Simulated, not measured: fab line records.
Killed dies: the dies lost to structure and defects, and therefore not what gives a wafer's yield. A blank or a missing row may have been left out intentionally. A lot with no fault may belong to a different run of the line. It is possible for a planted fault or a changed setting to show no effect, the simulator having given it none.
Which tool did it? | flow berkeley cmos170 | 14 lots with 42 wafers sampled at 2 steps, on a route of 331 steps

== WHAT THE GAUGES READ, wafer by wafer ==
UCB170_V1_THK_MEAS_01.
lot  | measured     | on            | V1_TEOS_THK (nm)
L380 | day 8 13:24  | film metro-04 | 1991 2020 2028
L381 | day 8 14:44  | film metro-04 | 1982 1986 1995
L383 | day 8 14:45  | film metro-02 | 1968 2021 1996
L382 | day 8 14:44  | film metro-01 | 1972 1994 2007
L385 | day 9 06:45  | film metro-04 | 2009 2003 1993
L386 | day 10 04:18 | film metro-04 | 2004 2047 2045
L387 | day 10 05:40 | film metro-02 | 2014 2032 2044
L392 | day 10 05:38 | film metro-04 | 1976 1966 1963
L391 | day 10 10:55 | film metro-01 | 1974 1949 1978
L397 | day 11 23:47 | film metro-01 | 1970 1977 2021
L398 | day 12 08:26 | film metro-02 | 1978 2024 1992
L399 | day 13 05:22 | film metro-01 | 1975 1984 1995
L400 | day 13 05:22 | film metro-04 | 1999 2016 2012
L403 | day 13 12:53 | film metro-01 | 1956 1969 2018

== WHICH TOOL RAN EACH LOT (tool, then ch and the chambers of the sampled wafers, then the start) ==
lot  | UCB170_PVT_STRIP_08
L380 | plasma asher-04 ch 0,1, day 6 17:29
L381 | plasma asher-01 ch 0,1, day 6 17:43
L383 | plasma asher-04 ch 0,1, day 6 18:01
L382 | plasma asher-02 ch 0, day 6 18:16
L385 | plasma asher-02 ch 0,1, day 7 11:37
L386 | plasma asher-01 ch 0,1, day 8 08:11
L387 | plasma asher-01 ch 0,1, day 8 08:23
L392 | plasma asher-01 ch 0,1, day 8 14:07
L391 | plasma asher-01 ch 0,1, day 8 14:22
L397 | plasma asher-02 ch 0,1, day 10 02:29
L398 | plasma asher-04 ch 0,1, day 10 18:29
L399 | plasma asher-04 ch 0,1, day 11 06:44
L400 | plasma asher-02 ch 0,1, day 11 06:59
L403 | plasma asher-02 ch 0,1, day 11 18:36
- UCB170_PVT_STRIP_08: strips in O2.

== WHAT THE TOOLS THEMSELVES READ (means of the sampled wafers that have a number; where no wafer has one, the mark that the record gives instead) ==
UCB170_PVT_STRIP_08.
lot  | tool            | drypump motor current A (A) | o2 flow sccm (sccm) | oes product au (a.u.) | strip time to endpoint s (s)
L380 | plasma asher-04 | 5.5                         | 400.3               | 0.740                 | 21.64
L381 | plasma asher-01 | 5.7                         | 400.0               | 0.735                 | 21.60
L383 | plasma asher-04 | 5.6                         | 400.1               | 0.733                 | 21.54
L382 | plasma asher-02 | 5.2                         | 399.4               | 0.735                 | 21.51
L385 | plasma asher-02 | 5.7                         | 401.4               | 0.735                 | 21.74
L386 | plasma asher-01 | 5.6                         | 399.9               | 0.732                 | 21.58
L387 | plasma asher-01 | 5.7                         | 400.1               | 0.736                 | 21.71
L392 | plasma asher-01 | 5.6                         | 533.6               | 0.747                 | 20.95
L391 | plasma asher-01 | 5.6                         | 534.3               | 0.752                 | 20.88
L397 | plasma asher-02 | 6.1                         | 399.9               | 0.734                 | 21.63
L398 | plasma asher-04 | 5.5                         | 400.9               | 0.727                 | 21.61
L399 | plasma asher-04 | 5.4                         | 399.3               | 0.737                 | 21.67
L400 | plasma asher-02 | 5.7                         | 400.5               | 0.735                 | 21.73
L403 | plasma asher-02 | 6.1                         | 401.4               | 0.738                 | 21.69

== THE ANSWER, worked out from the rows above alone ==
Rule: the usual values come from the lots themselves. The widest of any qualifying gaps counts: lots, ordered by their means at a reading, are off when they make up no more than a third of the lots, leave a main group of 4 or more, and stand apart from it by 3 or more times the standard deviation of that group's means. The tables above print the reading to a certain number of digits; a main group whose means all agree to those digits is not used. A lot without any number at a reading at which 4 lots or more have one is off too. All remaining lots with rows at the step are treated as sound. After the gauges, taken in route order, come the tools' own readings; for these a lot's mean is taken, as printed above. The first step at which some lot is off is used, and at that step the reading that is off furthest; a lot without a number counts as furthest.
Off: L392, L391, at UCB170_PVT_STRIP_08 (o2 flow sccm). For the main group the mean is 400.3 sccm and the standard deviation 0.65.
If a tool, at that step or one of the process steps before it, ran each lot that is off and ran no sound lot following the first of them, it fits. One fits: plasma asher-01 at UCB170_PVT_STRIP_08. Its last sound lot is L387 (day 8 08:23), its first lot that is off L392 (day 8 14:07): a fault that began between those two fits.
The tool's own readings at UCB170_PVT_STRIP_08 bear it out: on the lots that are off they differ by more than 5 times the standard deviation of the sound lots' means. o2 flow sccm reads 534.0 sccm there against 400.3 sccm on the sound lots; strip time to endpoint s reads 20.91 s there against 21.64 s on the sound lots.

== WHAT WAS PUT IN BY THE SIMULATOR ==
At UCB170_PVT_STRIP_08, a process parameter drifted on plasma asher-01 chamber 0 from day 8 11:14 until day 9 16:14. Setting o2 flow sccm, moved by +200, from 400. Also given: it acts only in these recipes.
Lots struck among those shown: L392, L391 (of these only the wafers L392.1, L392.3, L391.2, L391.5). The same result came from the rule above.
